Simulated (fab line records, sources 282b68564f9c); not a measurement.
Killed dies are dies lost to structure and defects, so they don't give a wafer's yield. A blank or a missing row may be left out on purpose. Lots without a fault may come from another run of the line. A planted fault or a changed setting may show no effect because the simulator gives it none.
A struck lot beside a sound one | flow rit_cmos | 20 steps out of a route of 202
Sound: wafers L361.3, L361.4, L361.6. Struck: wafers L370.1, L370.2, L370.4. The cause comes at the end.
At each step with rows: each side's tool, then ch and its chambers, then its first start. Under that, the readings that differ: sound wafers | struck wafers | difference of the means | sigmas: that difference in standard deviations of wafers without a fault.
alike: readings whose means differ by less than 2 such deviations, and words and numbers that are the same on both sides. not compared: withheld readings, readings that some wafer has no value for, bounds like >300 that may hide the same value, and numbers for which the record gives no deviation and whose values overlap.
The two part at a step that has a row with sigmas, a row that says differs or no value, or rows on one side only. Numbers that don't overlap but have no deviation are shown without sigmas and don't part them. A reading that every wafer of one side lacks parts them only if that side has two wafers or more.

first, 4 steps without rows for these wafers: RIT_ACTIVE_SOFTBAKE_07 (time 60 s); RIT_ACTIVE_EXPOSE_08 (exposes mask M1, target cd 1400 nm); RIT_ACTIVE_PEB_09; RIT_ACTIVE_DEVELOP_10 (develop time 52.49 s).
RIT_ACTIVE_CD_MEAS_11: target cd 1400 nm.
  sound on cd_sem-02, day 2 16:53; struck on cd_sem-02, day 4 13:24
  alike: cd_nm
then, 1 step without rows for these wafers: RIT_ACTIVE_HARDBAKE_12 (time 60 s).
RIT_ACTIVE_ETCH_13: etches Si3N4 in SF6, stops on SiO2, time 210 s, target depth 210 nm.
  sound on rie_diel-03 ch 1,2, day 2 17:08; struck on rie_diel-02 ch 0,2,3, day 4 13:40
  reading               | sound             | struck            | difference | sigmas
  oes_product_au (a.u.) | 0.793 0.823 0.817 | 0.846 0.837 0.835 | +0.028     | +2
  alike: drypump_motor_current_A, throttle_valve_pct
  not compared: rf_hours_counter_h
RIT_ACTIVE_STRIP_14: strips in O2, time 180 s.
  sound on plasma_asher-03 ch 0,1, day 2 17:20; struck on plasma_asher-03 ch 0,1, day 4 13:48
  alike: drypump_motor_current_A, o2_flow_sccm
  not compared: rf_hours_counter_h
RIT_ACTIVE_CD_MEAS_90: target cd 1400 nm.
  sound on cd_sem-01, day 2 17:29; struck on cd_sem-01, day 4 13:59
  alike: cd_nm
then, 3 steps without rows for these wafers: RIT_ACTIVE_CLEAN_15 (cleans in SC1, time 600 s); RIT_ACTIVE_CLEAN_16 (cleans in dHF, time 30 s); RIT_ACTIVE_CLEAN_17 (cleans in SC2, time 600 s).
RIT_FOX1_OXIDATION_00: target thk 350.7 nm, ox time 1130 s.
  sound on furnace-01 ch 0, day 2 19:08; struck on furnace-03 ch 0, day 4 15:24
  reading                                     | sound             | struck            | difference | sigmas
  zone_power_centre_pct (%)                   | 55.1 55.4 55.3    | 48.7 48.4 48.1    | -6.9       | -2
  model.SiO2_of_FOX1_OXIDATION_00.thk_nm (nm) | 352.6 353.9 350.4 | 224.7 225.4 222.8 | -128.0     |
  model.Si3N4_of_ACTIVE_CVD_03.thk_nm (nm)    | 141.1 142.3 142.1 | 144.6 143.8 144.5 | +2.5       |
  alike: tube_center_temp_C_max, zone_power_source_pct
RIT_FOX1_THK_MEAS_01:
  sound on film_metro-03, day 2 20:28; struck on film_metro-03, day 4 16:43
  reading             | sound       | struck      | difference | sigmas
  FOX1_OXIDE_THK (nm) | 352 354 350 | 225 225 223 | -128       | -15
then, 2 steps without rows for these wafers: RIT_FOX1_WET_ETCH_02 (etches SiO2 in BOE, target depth 350 nm, time 390 s); RIT_FOX2_OXIDATION_00 (target thk 350.7 nm, ox time 1130 s).
RIT_FOX2_THK_MEAS_01:
  sound on film_metro-04, day 2 23:54; struck on film_metro-04, day 4 18:16
  alike: FOX2_OXIDE_THK
RIT_FOX2_CLEAN_02: cleans in dHF, time 180 s.
  sound on wet_bench-02 ch 3, day 2 23:56; struck on wet_bench-02 ch 1, day 4 18:20
  reading                                  | sound             | struck          | difference | sigmas
  model.Si3N4_of_ACTIVE_CVD_03.thk_nm (nm) | 129.3 130.5 130.3 | 132.7 132 132.6 | +2.4       |
then, 1 step without rows for these wafers: RIT_FOX2_WET_ETCH_03 (etches Si3N4 in H3PO4, target depth 195 nm, time 2700 s).
RIT_M1_PROBE_99:
  sound on prober-01, day 4 17:23; struck on prober-02, day 6 10:11
  reading                             | sound                | struck               | difference | sigmas
  killed_open                         | 4 5 10               | 1 2 0                | -5         | -3
  model.etest.nplus_sal.width_nm (nm) | 3419 3445 3426       | 3593 3564 3617       | +161       |
  model.etest.pplus_sal.width_nm (nm) | 3428 3483 3419       | 3554 3571 3587       | +127       |
  model.etest.pldd.width_nm (nm)      | 3172 3183 3182       | 3293 3289 3315       | +120       |
  model.etest.nldd.width_nm (nm)      | 3167 3171 3180       | 3283 3291 3301       | +119       |
  model.etest.nmos_narrow.drive_ua_um | 243.4 237.1 244.3    | 265 269.3 264.7      | +25        |
  model.etest.pmos_narrow.drive_ua_um | 109.5 107.1 110      | 121.8 122.8 120.1    | +12.7      |
  model.etest.field_p_metal.vt_v (V)  | -30.05 -29.78 -30.17 | -30.82 -30.85 -30.97 | -0.88      |
  model.etest.field_p.vt_v (V)        | -12.67 -12.62 -12.72 | -13.19 -13.18 -13.13 | -0.50      |
  alike: killed_at_contacts, killed_at_front_end, killed_dies, killed_short

WHERE THEY PART
First at RIT_ACTIVE_ETCH_13; last, within this record, at RIT_M1_PROBE_99.

WHY: what the simulator had put in
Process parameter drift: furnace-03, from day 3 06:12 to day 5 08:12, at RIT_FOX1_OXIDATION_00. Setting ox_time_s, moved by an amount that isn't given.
